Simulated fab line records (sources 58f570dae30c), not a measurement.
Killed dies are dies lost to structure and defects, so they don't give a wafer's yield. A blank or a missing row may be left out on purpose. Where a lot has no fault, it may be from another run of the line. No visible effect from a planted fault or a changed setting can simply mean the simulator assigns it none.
Problem report in the 8D (eight disciplines) form, filled by code + flow berkeley cmos170 + the parts of the form that need people (team, actions taken, sign-off) are left out

== 1. WHAT WENT WRONG ==
At UCB170_PFIELD_IMPLANT_07, beam energy keV averages 84.675 over 6 wafers from 2 lots, while fault-free wafers read 80.003, standard deviation 0.021. So: +99 or more standard deviations from the usual mean.
First observed at day 7 21:26: wafer L949.1, on implanter-03. At this step, 42 wafers from 14 lots have a number in the record. Rule for "out" (also "out of limits"): further than 4 standard deviations from the usual mean. Any other wafer with a number is counted as sound.

== 2. WHAT IT IS, AND WHAT IT ISN'T ==
| question                    | is                     | is not                                                                          |
|-----------------------------|------------------------|---------------------------------------------------------------------------------|
| which readings at this step | beam energy keV        | -                                                                               |
| which lots                  | L949, L957             | L939, L940, L941, L942, L943, L944, L945, L946, L952, L954, L958, L959          |
| which wafers of those lots  | all that have a number | -                                                                               |
| read on which tools         | implanter-03           | implanter-01, implanter-02                                                      |
| when                        | from day 7 21:26       | up to then (27 sound wafers); but 9 sound wafers of L954, L958, L959 came after |

== 3. THE SUSPECTS, EACH WITH WHAT RULES IT OUT ==
Counting: a tool stays on the suspect list if, at a process step up to the reading, it processed all lots that are out and no sound lot following the first of them.
- implanter-03 at UCB170_PFIELD_IMPLANT_07: kept. All lots that are out passed through it, beginning with L949 at day 7 21:26, and no sound lot followed; its final sound lot before that point was L946 at day 6 19:49. On those wafers its own readings are out: beam energy keV.
Left after counting: implanter-03 at UCB170_PFIELD_IMPLANT_07.

== 4. THE CAUSE (what the simulator had put in) ==
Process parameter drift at UCB170_PFIELD_IMPLANT_07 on implanter-03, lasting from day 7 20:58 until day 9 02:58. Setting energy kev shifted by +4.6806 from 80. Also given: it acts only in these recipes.
Only this tool survived the counting.

== 5. THE CHAIN OF EFFECTS, in route order ==
Rows list readings where the struck wafers' mean (over those with a number) sits beyond 3 standard deviations from the usual. Readings are gone through only where the record gives a usual standard deviation; hours: the median, over the lots, of the time from a lot's start at the first step in this table giving one to that lot's start at this step; sigmas: the change measured in usual standard deviations.
| hours | step                     | reading         | usual  | on struck wafers | change | sigmas      |
|-------|--------------------------|-----------------|--------|------------------|--------|-------------|
| 0     | UCB170_PFIELD_IMPLANT_07 | beam energy keV | 80.003 | 84.675           | +4.672 | +99 or more |
Process steps it contains:
- UCB170_PFIELD_IMPLANT_07

== 6. WHAT WOULD HAVE CAUGHT IT SOONER ==
In this record the first reading out of limits was taken at day 7 21:26, 0 hours after the fault began at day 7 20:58.
